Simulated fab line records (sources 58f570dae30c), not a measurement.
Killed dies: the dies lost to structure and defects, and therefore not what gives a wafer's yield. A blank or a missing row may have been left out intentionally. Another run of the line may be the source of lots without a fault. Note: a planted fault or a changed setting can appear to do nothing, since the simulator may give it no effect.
Split-lot study -- flow berkeley-cmos170 -- 23 wafers read from 5 lots, route of 331 steps

THE SPLIT
At UCB170_START_OXIDATION_02 (target thk 20 nm, ox time 1800 s), the setting ox-time-s was moved away from the recipe's 1800 s on 10 of the 23 wafers read, by -6.1% to +4.8%. The other wafers ran this setting at the recipe's value.

Reading taken at the split's own step.

THE READING
SiO2_of_START_OXIDATION_02.thk-nm (the simulator's own value, which no gauge read), in nm, at UCB170_START_OXIDATION_02 (target thk 20 nm, ox time 1800 s). The file does not state a usual value for it. The 13 wafers here that ran the recipe average 19.72 nm, standard deviation 0.17 nm.

wafer,"tool, chamber at the split","ox-time-s as run, s",against the recipe,"SiO2_of_START_OXIDATION_02.thk-nm, nm",against lot-mates on the recipe
L077.1,"furnace-01, 0",1800,recipe,19.47,-
L077.4,"furnace-01, 0",1800,recipe,20,-
L077.5,"furnace-01, 0",1800,recipe,19.74,-
L079.2,"-, -",1887,+4.8%,20.77,no lot-mate on the recipe
L079.3,"-, -",1887,+4.8%,20.84,no lot-mate on the recipe
L079.4,"-, -",1887,+4.8%,20.72,no lot-mate on the recipe
L079.5,"-, -",1887,+4.8%,20.56,no lot-mate on the recipe
L079.6,"-, -",1887,+4.8%,20.65,no lot-mate on the recipe
L081.1,"-, -",1800,recipe,19.89,-
L081.2,"-, -",1800,recipe,19.7,-
L081.4,"-, -",1800,recipe,19.64,-
L081.5,"-, -",1800,recipe,19.56,-
L081.6,"-, -",1800,recipe,19.53,-
L084.1,"-, -",1800,recipe,19.48,-
L084.2,"-, -",1800,recipe,19.75,-
L084.3,"-, -",1800,recipe,19.71,-
L084.5,"-, -",1800,recipe,19.92,-
L084.6,"-, -",1800,recipe,19.94,-
L085.1,"-, -",1690,-6.1%,18.99,no lot-mate on the recipe
L085.3,"-, -",1690,-6.1%,19.47,no lot-mate on the recipe
L085.4,"-, -",1690,-6.1%,19,no lot-mate on the recipe
L085.5,"-, -",1690,-6.1%,19.69,no lot-mate on the recipe
L085.6,"-, -",1690,-6.1%,19.48,no lot-mate on the recipe

FIT RESULTS
A straight line over all 23 wafers: SiO2_of_START_OXIDATION_02.thk-nm changes by +0.122 nm for each +1% of ox-time-s; r = +0.86; the points scatter about the line by 0.28 nm.
Too few moved wafers have a lot-mate on the recipe to fit a line with each lot's own level taken away.

FILE'S OWN FIT
SiO2_of_START_OXIDATION_02.thk-nm changes by +0.122 nm for each +1% of ox-time-s, r = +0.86.
